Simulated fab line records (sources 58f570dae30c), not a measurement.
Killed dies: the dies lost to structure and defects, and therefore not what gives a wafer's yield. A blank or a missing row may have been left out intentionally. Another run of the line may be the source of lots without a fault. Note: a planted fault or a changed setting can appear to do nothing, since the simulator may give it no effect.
Which tool was responsible? :: flow berkeleyCmos170 :: 14 lots, 42 wafers sampled, at 6 steps of a route of 331

WHAT THE GAUGES SHOWED, per wafer
UCB170_NSD_OVL_MEAS_07.
lot: L138
measured: day 8 03:52
on: overlay-01
NSD_OVL (nm): 4 -1 -4

lot: L139
measured: day 8 11:42
on: overlay-01
NSD_OVL (nm): -5 1 -4

lot: L140
measured: day 8 12:10
on: overlay-01
NSD_OVL (nm): 5 14 -1

lot: L141
measured: day 8 19:46
on: overlay-01
NSD_OVL (nm): 7 4 0

lot: L144
measured: day 8 19:49
on: overlay-02
NSD_OVL (nm): 2 -4 -4

lot: L142
measured: day 8 20:13
on: overlay-02
NSD_OVL (nm): 3 0 10

lot: L145
measured: day 9 23:53
on: overlay-01
NSD_OVL (nm): -4 -10 2

lot: L149
measured: day 10 13:25
on: overlay-01
NSD_OVL (nm): -2 3 2

lot: L152
measured: day 10 16:37
on: overlay-02
NSD_OVL (nm): -2 -4 -3

lot: L157
measured: day 11 19:46
on: overlay-02
NSD_OVL (nm): -8 -4 -3

lot: L158
measured: day 11 20:02
on: overlay-02
NSD_OVL (nm): -11 1 -8

lot: L159
measured: day 12 09:55
on: overlay-02
NSD_OVL (nm): 2 12 8

lot: L160
measured: day 12 10:01
on: overlay-01
NSD_OVL (nm): 0 0 9

lot: L161
measured: day 12 20:13
on: overlay-01
NSD_OVL (nm): -3 9 -5

UCB170_SILICIDE_RS_MEAS_02: a four-point-probe measurement.
lot: L138
measured: day 8 06:23
on: filmMetro-02
SILICIDE_TI_RS (ohm/sq): 26.9 26.9 27.3

lot: L139
measured: day 8 14:03
on: filmMetro-03
SILICIDE_TI_RS (ohm/sq): 27.0 27.2 26.7

lot: L140
measured: day 8 14:32
on: filmMetro-02
SILICIDE_TI_RS (ohm/sq): 25.7 26.2 26.2

lot: L141
measured: day 8 21:47
on: filmMetro-01
SILICIDE_TI_RS (ohm/sq): 26.4 26.1 25.8

lot: L144
measured: day 8 21:58
on: filmMetro-01
SILICIDE_TI_RS (ohm/sq): 25.3 26.3 26.0

lot: L142
measured: day 8 22:17
on: filmMetro-02
SILICIDE_TI_RS (ohm/sq): 26.0 26.0 26.3

lot: L145
measured: day 10 02:43
on: filmMetro-01
SILICIDE_TI_RS (ohm/sq): 26.9 26.4 26.9

lot: L149
measured: day 10 16:08
on: filmMetro-02
SILICIDE_TI_RS (ohm/sq): 26.7 26.3 26.3

lot: L152
measured: day 10 18:35
on: filmMetro-03
SILICIDE_TI_RS (ohm/sq): 26.3 25.9 26.4

lot: L157
measured: day 11 23:08
on: filmMetro-02
SILICIDE_TI_RS (ohm/sq): - - - - - -

lot: L158
measured: day 11 22:59
on: filmMetro-03
SILICIDE_TI_RS (ohm/sq): - - - - - -

lot: L159
measured: day 12 12:41
on: filmMetro-02
SILICIDE_TI_RS (ohm/sq): 26.2 26.4 26.5

lot: L160
measured: day 12 12:40
on: filmMetro-01
SILICIDE_TI_RS (ohm/sq): 26.5 26.1 26.2

lot: L161
measured: day 12 22:52
on: filmMetro-01
SILICIDE_TI_RS (ohm/sq): 26.8 26.7 26.8

UCB170_SILICIDE_THK_MEAS_03: measures by xrf.
lot: L138
measured: day 8 06:29
on: filmMetro-02
SILICIDE_TI_THK (nm): 29.5 29.5 29.1

lot: L139
measured: day 8 14:10
on: filmMetro-03
SILICIDE_TI_THK (nm): 29.4 29.3 29.8

lot: L140
measured: day 8 14:38
on: filmMetro-02
SILICIDE_TI_THK (nm): 30.6 30.1 30.3

lot: L141
measured: day 8 21:55
on: filmMetro-01
SILICIDE_TI_THK (nm): 30.4 30.5 30.7

lot: L144
measured: day 8 22:05
on: filmMetro-01
SILICIDE_TI_THK (nm): 31.4 30.3 30.6

lot: L142
measured: day 8 22:23
on: filmMetro-02
SILICIDE_TI_THK (nm): 30.3 30.4 30.1

lot: L145
measured: day 10 02:49
on: filmMetro-01
SILICIDE_TI_THK (nm): 30.0 30.4 30.0

lot: L149
measured: day 10 16:16
on: filmMetro-02
SILICIDE_TI_THK (nm): 29.9 30.5 30.3

lot: L152
measured: day 10 18:42
on: filmMetro-03
SILICIDE_TI_THK (nm): 30.1 30.5 30.0

lot: L157
measured: day 12 04:23
on: filmMetro-02
SILICIDE_TI_THK (nm): <0.0 <0.0 <0.0 <0.0 <0.0 <0.0

lot: L158
measured: day 12 09:10
on: filmMetro-03
SILICIDE_TI_THK (nm): <0.0 <0.0 <0.0 <0.0 <0.0 <0.0

lot: L159
measured: day 12 12:47
on: filmMetro-02
SILICIDE_TI_THK (nm): 30.2 30.0 29.8

lot: L160
measured: day 12 12:47
on: filmMetro-01
SILICIDE_TI_THK (nm): 30.0 30.4 30.3

lot: L161
measured: day 12 22:59
on: filmMetro-01
SILICIDE_TI_THK (nm): 29.8 29.7 29.8

UCB170_V2_CD_MEAS_90: target cd 700 nm.
lot: L138
measured: day 9 00:48
on: cdSem-02
cdNm (nm): 698.0 700.6 697.9

lot: L139
measured: day 9 08:28
on: cdSem-01
cdNm (nm): 698.5 700.6 700.2

lot: L140
measured: day 9 08:46
on: cdSem-02
cdNm (nm): 698.5 701.5 699.1

lot: L141
measured: day 9 19:38
on: cdSem-01
cdNm (nm): 702.7 700.1 703.1

lot: L144
measured: day 9 19:08
on: cdSem-01
cdNm (nm): 697.7 700.2 697.7

lot: L142
measured: day 9 19:55
on: cdSem-02
cdNm (nm): 696.8 698.9 697.2

lot: L145
measured: day 11 00:45
on: cdSem-01
cdNm (nm): 697.6 697.9 698.6

lot: L149
measured: day 11 13:32
on: cdSem-01
cdNm (nm): 696.3 699.6 699.5

lot: L152
measured: day 11 15:29
on: cdSem-01
cdNm (nm): 698.8 698.4 700.5

lot: L159
measured: day 13 10:05
on: cdSem-01
cdNm (nm): 699.9 700.5 700.0

lot: L160
measured: day 13 09:59
on: cdSem-02
cdNm (nm): 701.2 699.3 697.3

lot: L161
measured: day 13 16:24
on: cdSem-02
cdNm (nm): 700.3 701.5 700.4

TOOL THAT RAN EACH LOT (tool first, then ch and the chambers of the sampled wafers, then the start)
lot: L138
UCB170_SILICIDE_SPUTTER_01: pvdSputter-02, day 8 06:18
UCB170_V1_CVD_00: pecvd-03 ch 0,1,2, day 8 16:36

lot: L139
UCB170_SILICIDE_SPUTTER_01: pvdSputter-02, day 8 14:00
UCB170_V1_CVD_00: pecvd-04 ch 0,2, day 8 22:30

lot: L140
UCB170_SILICIDE_SPUTTER_01: pvdSputter-03, day 8 14:29
UCB170_V1_CVD_00: pecvd-03 ch 0,2, day 8 23:58

lot: L141
UCB170_SILICIDE_SPUTTER_01: pvdSputter-02, day 8 21:46
UCB170_V1_CVD_00: pecvd-01 ch 0,1, day 9 08:35

lot: L144
UCB170_SILICIDE_SPUTTER_01: pvdSputter-01, day 8 21:56
UCB170_V1_CVD_00: pecvd-04 ch 1,2, day 9 07:14

lot: L142
UCB170_SILICIDE_SPUTTER_01: pvdSputter-03, day 8 22:13
UCB170_V1_CVD_00: pecvd-04 ch 1,2, day 9 09:55

lot: L145
UCB170_SILICIDE_SPUTTER_01: pvdSputter-01, day 10 02:28
UCB170_V1_CVD_00: pecvd-04 ch 0,2, day 10 16:38

lot: L149
UCB170_SILICIDE_SPUTTER_01: pvdSputter-03, day 10 16:00
UCB170_V1_CVD_00: pecvd-01 ch 1,2, day 11 03:01

lot: L152
UCB170_SILICIDE_SPUTTER_01: pvdSputter-03, day 10 18:32
UCB170_V1_CVD_00: pecvd-03 ch 0,1, day 11 04:21

lot: L157
UCB170_SILICIDE_SPUTTER_01: pvdSputter-03, day 11 23:07
UCB170_V1_CVD_00: -

lot: L158
UCB170_SILICIDE_SPUTTER_01: pvdSputter-01, day 11 22:56
UCB170_V1_CVD_00: -

lot: L159
UCB170_SILICIDE_SPUTTER_01: pvdSputter-03, day 12 12:37
UCB170_V1_CVD_00: pecvd-03 ch 0,1, day 12 22:01

lot: L160
UCB170_SILICIDE_SPUTTER_01: pvdSputter-01, day 12 12:38
UCB170_V1_CVD_00: pecvd-01 ch 0,1,2, day 12 23:42

lot: L161
UCB170_SILICIDE_SPUTTER_01: pvdSputter-02, day 12 22:50
UCB170_V1_CVD_00: pecvd-04 ch 0,1,2, day 13 08:05
- UCB170_SILICIDE_SPUTTER_01: material Ti, target thk 30 nm, time 25 s.
- UCB170_V1_CVD_00: deposits SiO2 from TEOS/O2, target thk 2000 nm, time 250 s.

WHAT THE TOOLS THEMSELVES READ (means of the sampled wafers that have a number; where no wafer has one, the mark that the record gives instead)
UCB170_SILICIDE_SPUTTER_01.
lot: L138
tool: pvdSputter-02
cathodeDcPowerW (W): 1500.0
chamberPressurePa (Pa): 0.5005
throttleValvePct (%): 29.2

lot: L139
tool: pvdSputter-02
cathodeDcPowerW (W): 1500.0
chamberPressurePa (Pa): 0.5002
throttleValvePct (%): 29.1

lot: L140
tool: pvdSputter-03
cathodeDcPowerW (W): 1500.0
chamberPressurePa (Pa): 0.4993
throttleValvePct (%): 30.2

lot: L141
tool: pvdSputter-02
cathodeDcPowerW (W): 1500.3
chamberPressurePa (Pa): 0.5008
throttleValvePct (%): 29.2

lot: L144
tool: pvdSputter-01
cathodeDcPowerW (W): 1500.2
chamberPressurePa (Pa): 0.5001
throttleValvePct (%): 29.6

lot: L142
tool: pvdSputter-03
cathodeDcPowerW (W): 1500.0
chamberPressurePa (Pa): 0.5000
throttleValvePct (%): 30.4

lot: L145
tool: pvdSputter-01
cathodeDcPowerW (W): 1500.0
chamberPressurePa (Pa): 0.4997
throttleValvePct (%): 29.4

lot: L149
tool: pvdSputter-03
cathodeDcPowerW (W): 1500.0
chamberPressurePa (Pa): 0.4999
throttleValvePct (%): 30.5

lot: L152
tool: pvdSputter-03
cathodeDcPowerW (W): 1500.0
chamberPressurePa (Pa): 0.5011
throttleValvePct (%): 30.5

lot: L157
tool: pvdSputter-03
cathodeDcPowerW (W): -
chamberPressurePa (Pa): -
throttleValvePct (%): -

lot: L158
tool: pvdSputter-01
cathodeDcPowerW (W): -
chamberPressurePa (Pa): -
throttleValvePct (%): -

lot: L159
tool: pvdSputter-03
cathodeDcPowerW (W): 1500.0
chamberPressurePa (Pa): 0.5006
throttleValvePct (%): 29.5

lot: L160
tool: pvdSputter-01
cathodeDcPowerW (W): 1499.9
chamberPressurePa (Pa): 0.5003
throttleValvePct (%): 29.5

lot: L161
tool: pvdSputter-02
cathodeDcPowerW (W): 1500.0
chamberPressurePa (Pa): 0.5002
throttleValvePct (%): 28.5

UCB170_V1_CVD_00.
lot: L138
tool: pecvd-03
heaterPowerW (W): 289

lot: L139
tool: pecvd-04
heaterPowerW (W): 221

lot: L140
tool: pecvd-03
heaterPowerW (W): 355

lot: L141
tool: pecvd-01
heaterPowerW (W): 274

lot: L144
tool: pecvd-04
heaterPowerW (W): 260

lot: L142
tool: pecvd-04
heaterPowerW (W): 217

lot: L145
tool: pecvd-04
heaterPowerW (W): 223

lot: L149
tool: pecvd-01
heaterPowerW (W): 219

lot: L152
tool: pecvd-03
heaterPowerW (W): 314

lot: L159
tool: pecvd-03
heaterPowerW (W): 278

lot: L160
tool: pecvd-01
heaterPowerW (W): 215

lot: L161
tool: pecvd-04
heaterPowerW (W): 239

THE ANSWER, worked out from the rows above alone
Rule: what is usual is taken from the lots themselves. The widest of any qualifying gaps counts: lots, ordered by their means at a reading, are off when they make up no more than a third of the lots, leave a main group of 4 or more, and stand apart from it by 3 or more times the standard deviation of that group's means. A main group whose means are all the same, to the digits that the tables above print for the reading, isn't used. A lot without any number at a reading at which 4 lots or more have one is off too. Any other lot the step has rows for is counted as sound. After the gauges, taken in route order, come the tools' own readings; for these a lot's mean is taken, as printed above. At the first step where some lot is off, the reading lying furthest off is the one used; lots without a number count as furthest.
Off: L157, L158, at UCB170_SILICIDE_RS_MEAS_02 (SILICIDE_TI_RS). Without a number there: L157, L158. The main group: mean 26.4 ohm/sq, standard deviation 0.37.
A tool fits if, at a process step before that reading, it ran every lot that is off, and no sound lot after the first of them. The gauges at UCB170_SILICIDE_RS_MEAS_02 aren't tried: what is off there is off at UCB170_SILICIDE_SPUTTER_01 too, on other tools, and a gauge's error can't cause that. None of those tried fits.

WHAT WAS PUT IN BY THE SIMULATOR
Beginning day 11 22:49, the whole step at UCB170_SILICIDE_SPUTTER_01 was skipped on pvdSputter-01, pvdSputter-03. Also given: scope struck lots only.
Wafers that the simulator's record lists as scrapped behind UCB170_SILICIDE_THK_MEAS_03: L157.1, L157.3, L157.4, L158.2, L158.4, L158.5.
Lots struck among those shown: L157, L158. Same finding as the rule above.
